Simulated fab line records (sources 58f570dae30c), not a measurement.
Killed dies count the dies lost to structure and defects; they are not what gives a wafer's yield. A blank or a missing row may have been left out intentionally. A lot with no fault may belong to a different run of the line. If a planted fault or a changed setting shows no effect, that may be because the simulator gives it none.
Split-lot trial + flow berkeley-cmos170 + 23 wafers read from 5 lots, route of 331 steps

== ON THE SPLIT ==
At UCB170_GATE_OXIDATION_01 (target thk 6.6 nm, ox time 1800 s), the setting temp-c was moved away from the recipe's 850 C on 10 of the 23 wafers read, by +2.1% to +2.2%. The other wafers ran this setting at the recipe's value.

The file shows no step between the split and the reading.

== THE READING ==
GATE_OXIDE_THK (nm), taken at UCB170_GATE_THK_MEAS_02. A value of 6.61 nm with a standard deviation of 0.1 nm is what fault-free wafers of this fab line usually give.

| wafer  | tool, chamber at the split | temp-c as run, C | against the recipe | GATE_OXIDE_THK, nm | against lot-mates on the recipe |
|--------|----------------------------|------------------|--------------------|--------------------|---------------------------------|
| L074.1 | -, -                       | 867.9            | +2.1%              | 8.04               | no lot-mate on the recipe       |
| L074.2 | -, -                       | 867.9            | +2.1%              | 8.00               | no lot-mate on the recipe       |
| L074.3 | -, -                       | 867.9            | +2.1%              | 8.13               | no lot-mate on the recipe       |
| L074.4 | -, -                       | 867.9            | +2.1%              | 8.04               | no lot-mate on the recipe       |
| L074.5 | -, -                       | 867.9            | +2.1%              | 8.04               | no lot-mate on the recipe       |
| L075.1 | -, -                       | 869              | +2.2%              | 8.26               | no lot-mate on the recipe       |
| L075.2 | -, -                       | 869              | +2.2%              | 8.28               | no lot-mate on the recipe       |
| L075.3 | -, -                       | 869              | +2.2%              | 8.20               | no lot-mate on the recipe       |
| L075.4 | -, -                       | 869              | +2.2%              | 8.43               | no lot-mate on the recipe       |
| L075.5 | -, -                       | 869              | +2.2%              | 8.33               | no lot-mate on the recipe       |
| L077.1 | -, -                       | 850              | recipe             | 6.69               | -                               |
| L077.2 | -, -                       | 850              | recipe             | 6.52               | -                               |
| L077.3 | -, -                       | 850              | recipe             | 6.64               | -                               |
| L077.4 | -, -                       | 850              | recipe             | 6.59               | -                               |
| L077.5 | -, -                       | 850              | recipe             | 6.67               | -                               |
| L084.1 | -, -                       | 850              | recipe             | 6.48               | -                               |
| L084.2 | -, -                       | 850              | recipe             | 6.49               | -                               |
| L084.4 | -, -                       | 850              | recipe             | 6.52               | -                               |
| L084.5 | -, -                       | 850              | recipe             | 6.54               | -                               |
| L084.6 | -, -                       | 850              | recipe             | 6.33               | -                               |
| L085.1 | furnace-02, 0              | 850              | recipe             | 6.59               | -                               |
| L085.2 | furnace-02, 0              | 850              | recipe             | 6.53               | -                               |
| L085.4 | furnace-02, 0              | 850              | recipe             | 6.61               | -                               |

FIT RESULTS
A straight line over all 23 wafers: GATE_OXIDE_THK changes by +0.749 nm for each +1% of temp-c; r = +0.99; the points scatter about the line by 0.099 nm.
Too few moved wafers with a lot-mate on the recipe to fit a line net of each lot's own level.

== THE WHOLE CHAIN: every reading that the file lists as answering this split, in the file's order ==
| step                     | what it does                                                                  | reading                                                                           | change (the file's fit)               | r (the file's) |
|--------------------------|-------------------------------------------------------------------------------|-----------------------------------------------------------------------------------|---------------------------------------|----------------|
| UCB170_GATE_OXIDATION_01 | target thk 6.6 nm, ox time 1800 s                                             | SiO2_of_GATE_OXIDATION_01.thk-nm (the simulator's own value, which no gauge read) | +0.754 nm for each +1% of the setting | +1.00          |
| UCB170_GATE_THK_MEAS_02  |                                                                               | GATE_OXIDE_THK                                                                    | +0.749 for each +1% of the setting    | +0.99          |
| UCB170_GATE_ETCH_15      | etches poly-Si in HBr/Cl2, stops on SiO2, time 58.44 s, target depth 278.2 nm | SiO2_of_GATE_OXIDATION_01.thk-nm (the simulator's own value, which no gauge read) | +0.757 nm for each +1% of the setting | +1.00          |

== FILE'S OWN FIT ==
GATE_OXIDE_THK changes by +0.749 nm for each +1% of temp-c, r = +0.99.
